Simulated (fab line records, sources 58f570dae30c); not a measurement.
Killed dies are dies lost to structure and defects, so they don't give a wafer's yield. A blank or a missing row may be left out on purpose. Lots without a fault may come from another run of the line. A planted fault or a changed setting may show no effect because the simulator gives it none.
fab line records | flow berkeley_cmos170 | part 2 of 2: steps 27 to 38 of 38
record lots=5 wafers=15 last_day=12
route steps=331 shown CONTACT@226 M1@238 V1@254
lots that met no fault: from a run of the same line without faults
start_h: hours from the record's first day to the start of the lot's first wafer shown | wait_h: hours since the lot's step before | " the same as in the row above | L1.1+2: a row that stands for several wafers | - no value, or no start given | * or withheld: withheld | < > ~ a bound
route shown NAME@n: a module of which the file shows steps, and the number in the route of the first | usual: mean/standard deviation of fault-free wafers | same: alike in all rows | chamber/n: place in a boat | sites: the reading at each site | _std_site: their standard deviation | _edge_site: outer sites' mean less inner sites' | radius_mm: how far each site lies from the wafer's centre | mask NAME#n: copy n | behind: the tool/chamber that last shaped the wafer | hold: why the lot was held/for how many hours/how that ended | device: the transistor (n, p or np) that didn't switch | end of line: the same wafers' tests at the end of the route | a step without rows: its recipe alone | killed: dies lost to structure and defects at the first sort, not the wafer's yield | map: a wafer's dies, x killed, . not, _ none there
set.NAME: the setting as run; set.NAME@STEP: as run at that earlier step | model.NAME: the simulator's own value behind a step, which no gauge read
lots at some steps of the route; a table a step, a row a wafer
services: from which hour (start_h, from the record's first day; less than 0 if before it) a tool's chamber was out of use, for how many hours, and why
## steps
# step UCB170_M1_CD_MEAS_90
# recipe target_cd_nm=700
# usual cd_nm=700.5/2.2
# columns lot.wafer tool chamber start_h wait_h cd_nm
L078.1 cd_sem-02 - 188.29 0.1 699.5
L078.2 " - " " 697.4
L078.4 " - " " 697.5
L081.2 cd_sem-02 - 208.25 0.1 703.1
L081.4 " - " " 703.9
L081.6 " - " " 703.2
L091.1 cd_sem-02 - 247.72 0.1 696.4
L091.3 " - " " 699.0
L091.6 " - " " 700.1
L090.3 cd_sem-01 - 248.15 0.1 695.5
L090.4 " - " " 702.4
L090.6 " - " " 701.5
L096.2 cd_sem-02 - 272.58 0.1 701.4
L096.3 " - " " 699.5
L096.6 " - " " 698.6
# step UCB170_M1_ANNEAL_14
# recipe temp_c=396.3 time_s=1200 ambient=forming_gas
# usual spike_tc_load_C=411.7/0.94
# columns lot.wafer tool chamber start_h wait_h spike_tc_load_C
L078.1 furnace-03 0 188.41 0.1 412.0
L078.2 " 0 " " 411.2
L078.4 " 0 " " 412.2
L081.2 furnace-03 0 208.35 0.1 411.9
L081.4 " 0 " " 413.2
L081.6 " 0 " " 411.8
L090.3 furnace-03 0 248.62 0.5 411.3
L090.4 " 0 " " 411.9
L090.6 " 0 " " 411.1
L091.1 furnace-03 0 248.62 0.9 411.3
L091.3 " 0 " " 411.9
L091.6 " 0 " " 412.5
L096.2 furnace-03 0 272.68 0.1 411.5
L096.3 " 0 " " 411.7
L096.6 " 0 " " 414.2
# step UCB170_V1_CVD_00
# recipe material=SiO2 target_thk_nm=2000 temp_c=390 precursor=TEOS/O2 time_s=250 rf_w=550 pressure_mtorr=9000
# usual heater_power_w=266/61 rf_fwd_power_W=548.3/1.7
# columns lot.wafer tool chamber start_h wait_h heater_power_w rf_fwd_power_W
L078.1 pecvd-01 1 189.74 0.0 298 546.3
L078.2 " 0 " " 330 547.0
L078.4 " 1 " " 239 548.5
L081.2 pecvd-04 2 209.68 0.0 320 548.3
L081.4 " 2 " " 262 546.5
L081.6 " 0 " " 221 551.2
L090.3 pecvd-01 2 249.96 0.0 230 547.2
L090.4 " 0 " " 249 550.4
L090.6 " 2 " " 161 546.9
L091.1 pecvd-02 1 249.96 0.0 388 546.5
L091.3 " 0 " " 185 548.6
L091.6 " 0 " " 225 547.7
L096.2 pecvd-04 1 274.01 0.0 239 545.5
L096.3 " 0 " " 324 549.6
L096.6 " 0 " " 241 548.5
# step UCB170_V1_THK_MEAS_01
# recipe reads=SiO2_of_V1_CVD_00
# usual V1_TEOS_THK=2005/22
# columns lot.wafer tool chamber start_h wait_h V1_TEOS_THK[nm]
L078.1 film_metro-01 - 189.98 0.2 1999
L078.2 " - " " 1991
L078.4 " - " " 2030
L081.2 film_metro-02 - 209.85 0.1 1992
L081.4 " - " " 2032
L081.6 " - " " 2015
L091.1 film_metro-02 - 250.11 0.1 2023
L091.3 " - " " 2021
L091.6 " - " " 2042
L090.3 film_metro-01 - 250.14 0.1 1960
L090.4 " - " " 2040
L090.6 " - " " 2015
L096.2 film_metro-03 - 274.18 0.1 1959
L096.3 " - " " 1972
L096.6 " - " " 1994
# step UCB170_V1_CMP_02
# recipe material=SiO2 down_force_psi=6 platen_rpm=60 pad_velocity_m_s=0.75398
# usual motor_current_A=15.7/1.2 retaining_ring_pressure_frac=1.000/0.0053
# columns lot.wafer tool chamber start_h wait_h motor_current_A retaining_ring_pressure_frac
L078.2 cmp-01 2 190.04 0.0 13.8 0.995
L078.4 " 3 " " 14.6 0.995
L078.1 " 0 " " 16.5 0.998
L081.2 cmp-01 2 209.90 0.0 13.7 0.994
L081.4 " 0 " " 16.8 0.998
L081.6 " 3 " " 14.0 0.998
L090.3 cmp-01 3 250.18 0.0 15.3 1.004
L090.4 " 2 " " 14.5 1.010
L090.6 " 0 " " 16.4 0.994
L091.3 cmp-02 2 250.22 0.1 15.4 0.998
L091.1 " 3 " " 16.3 0.995
L091.6 " 2 " " 14.5 1.004
L096.2 cmp-01 3 274.23 0.0 14.6 0.993
L096.3 " 2 " " 14.4 0.999
L096.6 " 3 " " 14.7 0.998
# step UCB170_V1_BOW_MEAS_03
# recipe mode=bow
# usual V1_BOW=19/6.4
# columns lot.wafer tool chamber start_h wait_h V1_BOW[um]
L078.1 film_metro-01 - 190.34 0.1 27
L078.2 " - " " 22
L078.4 " - " " 31
L081.2 film_metro-03 - 210.22 0.3 14
L081.4 " - " " 9
L081.6 " - " " 15
L091.1 film_metro-01 - 250.47 0.1 19
L091.3 " - " " 10
L091.6 " - " " 19
L090.3 film_metro-02 - 250.52 0.3 25
L090.4 " - " " 15
L090.6 " - " " 17
L096.2 film_metro-01 - 274.55 0.3 16
L096.3 " - " " 18
L096.6 " - " " 20
# step UCB170_V1_THK_MEAS_04
# recipe reads=SiO2_of_V1_CVD_00
# usual V1_POLISHED_THK=1000.2/1.2
# columns lot.wafer tool chamber start_h wait_h V1_POLISHED_THK[nm]
L078.1 film_metro-01 - 190.46 0.1 1001.9
L078.2 " - " " 999.0
L078.4 " - " " 999.9
L081.2 film_metro-03 - 210.33 0.1 998.4
L081.4 " - " " 1001.5
L081.6 " - " " 999.9
L091.1 film_metro-01 - 250.59 0.1 1001.3
L091.3 " - " " 999.8
L091.6 " - " " 1001.4
L090.3 film_metro-02 - 250.62 0.1 998.4
L090.4 " - " " 997.1
L090.6 " - " " 1001.5
L096.2 film_metro-01 - 274.66 0.1 1002.1
L096.3 " - " " 1001.3
L096.6 " - " " 1001.0
# step UCB170_V1_CLEAN_05
# recipe chemistry=DIW
# columns lot.wafer tool chamber start_h wait_h
L078.1+2+4 wet_bench-04 2 190.83 0.4
L081.2+4+6 wet_bench-03 1 214.17 3.8
L090.3+4+6 wet_bench-04 2 250.69 0.1
L091.1+3+6 wet_bench-04 3 250.69 0.1
L096.2+3+6 wet_bench-04 0 275.63 1.0
# step UCB170_V1_HMDS_06
# recipe prime_time_s=60 prime_temp_c=100
# columns lot.wafer tool chamber start_h wait_h
L078.1+2+4 litho_track-04 0 191.01 0.0
L081.2+4+6 litho_track-02 0 214.37 0.0
L091.1+3+6 litho_track-04 0 250.88 0.0
L090.3+4+6 litho_track-03 0 251.29 0.4
L096.2+3+6 litho_track-03 0 275.83 0.0
# step UCB170_V1_COAT_07
# recipe resist=KrF spin_rpm=1500 resist_thk_nm=900
# columns lot.wafer tool chamber start_h wait_h
L078.1+2+4 litho_track-04 0 191.16 0.1
L081.2+4+6 litho_track-02 0 214.52 0.1
L091.1+3+6 litho_track-04 0 251.03 0.1
L090.3+4+6 litho_track-03 0 251.44 0.1
L096.2+3+6 litho_track-03 0 275.98 0.1
# step UCB170_V1_SOFTBAKE_08
# recipe resist=KrF temp_c=130 time_s=60
# columns lot.wafer tool chamber start_h wait_h
L078.1+2+4 litho_track-04 0 191.31 0.1
L081.2+4+6 litho_track-02 0 214.67 0.1
L091.1+3+6 litho_track-04 0 251.18 0.1
L090.3+4+6 litho_track-03 0 251.59 0.1
L096.2+3+6 litho_track-03 0 276.13 0.1
# step UCB170_V1_EXPOSE_09
# recipe mask_id=VIA1 target_cd_nm=700 na=0.5 sigma_outer=0.6 source_shape=conventional dose_mj=36.72
# usual exposure_dose_mJ_cm2=37.15/0.23
# columns lot.wafer tool chamber start_h wait_h mask exposure_dose_mJ_cm2
L078.1 krf_scanner-01 0 191.58 0.2 VIA1#0 36.91
L078.2 " 0 " " VIA1#0 36.94
L078.4 " 0 " " VIA1#0 36.99
L081.2 krf_scanner-01 0 214.94 0.2 VIA1#0 37.01
L081.4 " 0 " " VIA1#0 37.04
L081.6 " 0 " " VIA1#0 37.00
L091.1 krf_scanner-02 0 251.33 0.1 VIA1#0 37.34
L091.3 " 0 " " VIA1#0 37.35
L091.6 " 0 " " VIA1#0 37.38
L090.3 krf_scanner-01 0 251.85 0.2 VIA1#0 36.95
L090.4 " 0 " " VIA1#0 36.96
L090.6 " 0 " " VIA1#0 36.98
L096.2 krf_scanner-01 0 276.27 0.1 VIA1#0 36.96
L096.3 " 0 " " VIA1#0 36.97
L096.6 " 0 " " VIA1#0 36.92
## services
# columns tool chamber start_h hours kind
rie_diel-04 - 168.62 0.3 repair
cmp-02 - 172.28 3.7 repair
cmp-01 - 172.34 0.7 repair
cmp-01 - 177.89 6.2 repair
pecvd-01 2 183.62 28.4 repair
rie_diel-04 - 188.62 0.2 repair
rie_diel-02 1 189.40 4.4 repair
cmp-02 - 201.17 1.2 repair
krf_scanner-02 - 203.74 0.8 pm
wet_bench-04 - 210.07 35.0 repair
plasma_asher-01 - 219.53 4.8 repair
cmp-02 - 221.56 9.3 pm
pecvd-02 - 222.16 6.0 pm
plasma_asher-02 - 223.58 2.8 repair
cmp-01 - 228.62 3.1 repair
cmp-02 - 232.18 4.0 pm
pvd_sputter-01 - 241.82 1.3 repair
pecvd-04 - 242.50 14.0 pm
pecvd-04 1 242.98 5.9 repair
pecvd-04 - 252.07 1.0 repair
rie_diel-04 - 261.44 4.3 pm
krf_scanner-02 - 264.36 4.4 pm
rie_diel-04 2 266.71 1.5 repair
wet_bench-01 - 269.15 1.9 pm
